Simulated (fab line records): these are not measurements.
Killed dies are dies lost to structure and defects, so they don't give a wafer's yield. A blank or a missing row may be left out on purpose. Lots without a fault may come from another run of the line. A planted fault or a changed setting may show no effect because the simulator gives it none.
Lot-split experiment -- flow rit_cmos -- 5 lots, 23 wafers read, on a route of 202 steps

== SPLIT DETAILS ==
At RIT_PLDD_IMPLANT_08, the setting dose_cm2 was moved away from the recipe's 9e+14 on 11 of the 23 wafers read, by +4.0% to +5.8%. The other wafers ran this setting at the recipe's value.

== FROM THE SPLIT TO THE READING: what the file shows between them, 12 steps ==
- RIT_PLDD_STRIP_09: strips in O2, time 180 s
- RIT_PLDD_TW_MEAS_10
- RIT_SPACER_CVD_03: deposits Si3N4 from SiH2Cl2/NH3, target thk 250 nm, time 3300 s (also split here: sih2cl2_flow_sccm)
- RIT_SPACER_THK_MEAS_04
- RIT_SPACER_ETCHBACK_05: etches Si3N4 in SF6/CHF3, stops on SiO2, target depth 250 nm, time 240 s
- RIT_NSD_COAT_01: resist thk 1000 nm (also split here: spin_rpm)
- RIT_NSD_SOFTBAKE_02: time 60 s
- RIT_NSD_EXPOSE_03: exposes mask M9, target cd 40700 nm
- RIT_NSD_DEVELOP_05: develop time 50 s
- RIT_NSD_HARDBAKE_07: time 60 s
- RIT_PSD_DEVELOP_05: develop time 50 s (also split here: dev_temp_c)
- RIT_PSD_HARDBAKE_07: time 60 s

== THE READING ==
PLDD_RS in ohm/sq, measured at RIT_SDANNEAL_RS_MEAS_06 by four-point-probe. Fault-free wafers of this fab line usually give 178.9 ohm/sq, standard deviation 0.51 ohm/sq.

wafer,"tool, chamber at the split",dose_cm2 as run,against the recipe,"PLDD_RS, ohm/sq",against lot-mates on the recipe
L076.1,"implanter-01, 0",9e+14,recipe,177.7,-
L076.2,"implanter-01, 0",9e+14,recipe,178.5,-
L076.4,"implanter-01, 0",9.378e+14,+4.2%,174.7,-3.4
L076.5,"implanter-01, 0",9.378e+14,+4.2%,174.6,-3.5
L076.6,"implanter-01, 0",9.378e+14,+4.2%,174.3,-3.8
L077.2,"implanter-02, 0",9e+14,recipe,178.0,-
L077.3,"implanter-02, 0",9.358e+14,+4.0%,175.4,-3.0
L077.4,"implanter-02, 0",9.358e+14,+4.0%,175.8,-2.6
L077.5,"implanter-02, 0",9e+14,recipe,178.8,-
L077.6,"implanter-02, 0",9.358e+14,+4.0%,174.6,-3.8
L079.1,"implanter-04, 0",9e+14,recipe,179.2,-
L079.3,"implanter-04, 0",9.492e+14,+5.5%,174.3,-4.9
L079.4,"implanter-04, 0",9e+14,recipe,179.3,-
L079.5,"implanter-04, 0",9.492e+14,+5.5%,175.3,-3.9
L079.6,"implanter-04, 0",9.492e+14,+5.5%,174.9,-4.3
L084.1,"implanter-01, 0",9e+14,recipe,179.6,-
L084.4,"implanter-01, 0",9e+14,recipe,179.0,-
L084.5,"implanter-01, 0",9e+14,recipe,179.2,-
L085.1,"implanter-04, 0",9e+14,recipe,179.4,-
L085.2,"implanter-04, 0",9e+14,recipe,179.0,-
L085.3,"implanter-04, 0",9e+14,recipe,179.1,-
L085.5,"implanter-04, 0",9.518e+14,+5.8%,174.5,-4.7
L085.6,"implanter-04, 0",9.518e+14,+5.8%,174.2,-5.0

FIT RESULTS
A straight line over all 23 wafers: PLDD_RS changes by -0.835 ohm/sq for each +1% of dose_cm2; r = -0.96; the points scatter about the line by 0.63 ohm/sq.
The same after taking each lot's own level away (the mean of its wafers on the recipe; 23 wafers): -0.821 ohm/sq for each +1%; r = -0.99; scatter 0.34 ohm/sq.
That fit puts the effect of the largest move of dose_cm2 on the reading at 4.7 ohm/sq.
The lots' own levels span 178.10 to 179.27 ohm/sq, that is 2.3 times the standard deviation above.
The two slopes agree, so the slope changes little with the lot-to-lot level.
Check: with one of the wafers moved furthest among these (+5.8%) left out of the fit, the line predicts -4.73 ohm/sq for it against its lot-mates. It came out at -4.67 ohm/sq against them.

== OTHER SPLITS ON THESE WAFERS ==
Before the reading, these wafers also passed through other splits. Each is held against what the fit with the lots' levels taken away leaves over:
other split on the same wafers,wafers away from the commonest value,r with PLDD_RS (lot level and that fit taken away)
RIT_NLDD_IMPLANT_08 energy_kev,11,-0.10
RIT_SPACER_CVD_03 sih2cl2_flow_sccm,18,-0.04
RIT_NSD_COAT_01 spin_rpm,6,-0.31
RIT_PSD_DEVELOP_05 dev_temp_c,11,+0.17

== THE WHOLE CHAIN: every reading that the file lists as answering this split, in the file's order ==
step,what it does,reading,change (the file's fit),r (the file's)
RIT_PLDD_TW_MEAS_10,,PLDD_TW,+7.14 for each +1% of the setting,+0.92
RIT_SDANNEAL_RS_MEAS_06,measures by four-point-probe,PLDD_RS,-0.822 for each +1% of the setting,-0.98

== THE FILE'S OWN FIT ==
PLDD_RS changes by -0.822 ohm/sq for each +1% of dose_cm2, r = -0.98.
